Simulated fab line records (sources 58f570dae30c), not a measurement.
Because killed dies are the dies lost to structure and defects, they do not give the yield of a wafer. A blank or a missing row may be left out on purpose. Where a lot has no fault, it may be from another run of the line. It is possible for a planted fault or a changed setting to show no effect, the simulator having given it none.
Which tool did it? + flow berkeley_cmos170 + 7 lots with 21 wafers sampled at 3 steps, on a route of 331 steps

## WHAT THE GAUGES SHOWED, per wafer
UCB170_CONTACT_CD_MEAS_90: target cd 700 nm.
| lot  | measured     | on        | cd_nm (nm)        |
|------|--------------|-----------|-------------------|
| L905 | day 8 17:47  | cd_sem-01 | 699.1 696.7 697.0 |
| L907 | day 9 01:44  | cd_sem-01 | 700.1 703.0 701.2 |
| L910 | day 10 02:35 | cd_sem-02 | 699.3 697.6 698.3 |
| L918 | day 10 21:29 | cd_sem-02 | 701.8 702.5 702.2 |
| L915 | day 11 00:51 | cd_sem-02 | 700.8 700.5 700.6 |
| L922 | day 11 20:28 | cd_sem-01 | 699.2 701.2 700.2 |
| L921 | day 11 20:49 | cd_sem-01 | 699.4 698.9 700.1 |

## EACH LOT AND THE TOOL THAT RAN IT (in order: tool; ch and the chambers of the sampled wafers; start)
| lot  | UCB170_SDANNEAL_RTA_00           | UCB170_SILICIDE_SPUTTER_01   |
|------|----------------------------------|------------------------------|
| L905 | rtp_anneal-01 ch 0, day 8 11:46  | pvd_sputter-04, day 8 12:25  |
| L907 | rtp_anneal-01 ch 0, day 8 20:28  | pvd_sputter-03, day 8 21:08  |
| L910 | rtp_anneal-02 ch 0, day 9 20:37  | pvd_sputter-01, day 9 21:16  |
| L918 | rtp_anneal-02 ch 0, day 10 15:41 | pvd_sputter-01, day 10 16:21 |
| L915 | rtp_anneal-02 ch 0, day 10 16:33 | pvd_sputter-04, day 10 17:22 |
| L922 | rtp_anneal-01 ch 0, day 11 14:24 | pvd_sputter-03, day 11 15:04 |
| L921 | rtp_anneal-02 ch 0, day 11 15:04 | pvd_sputter-04, day 11 15:43 |
- UCB170_SDANNEAL_RTA_00: time 10 s.
- UCB170_SILICIDE_SPUTTER_01: material Ti, target thk 30 nm, time 25 s.

## THE ANSWER, worked out from the rows above alone
Rule: the lots themselves supply what counts as usual. The widest of any qualifying gaps counts: lots, ordered by their means at a reading, are off when they make up no more than a third of the lots, leave a main group of 4 or more, and stand apart from it by 3 or more times the standard deviation of that group's means. If all means in a main group match to the digits the tables above print for the reading, that group is not used. A lot without any number at a reading at which 4 lots or more have one is off too. The other lots that the step has rows for count as sound.
No lot is off at any reading shown: from this, nothing can be told.

## WHAT THE SIMULATOR PUT IN
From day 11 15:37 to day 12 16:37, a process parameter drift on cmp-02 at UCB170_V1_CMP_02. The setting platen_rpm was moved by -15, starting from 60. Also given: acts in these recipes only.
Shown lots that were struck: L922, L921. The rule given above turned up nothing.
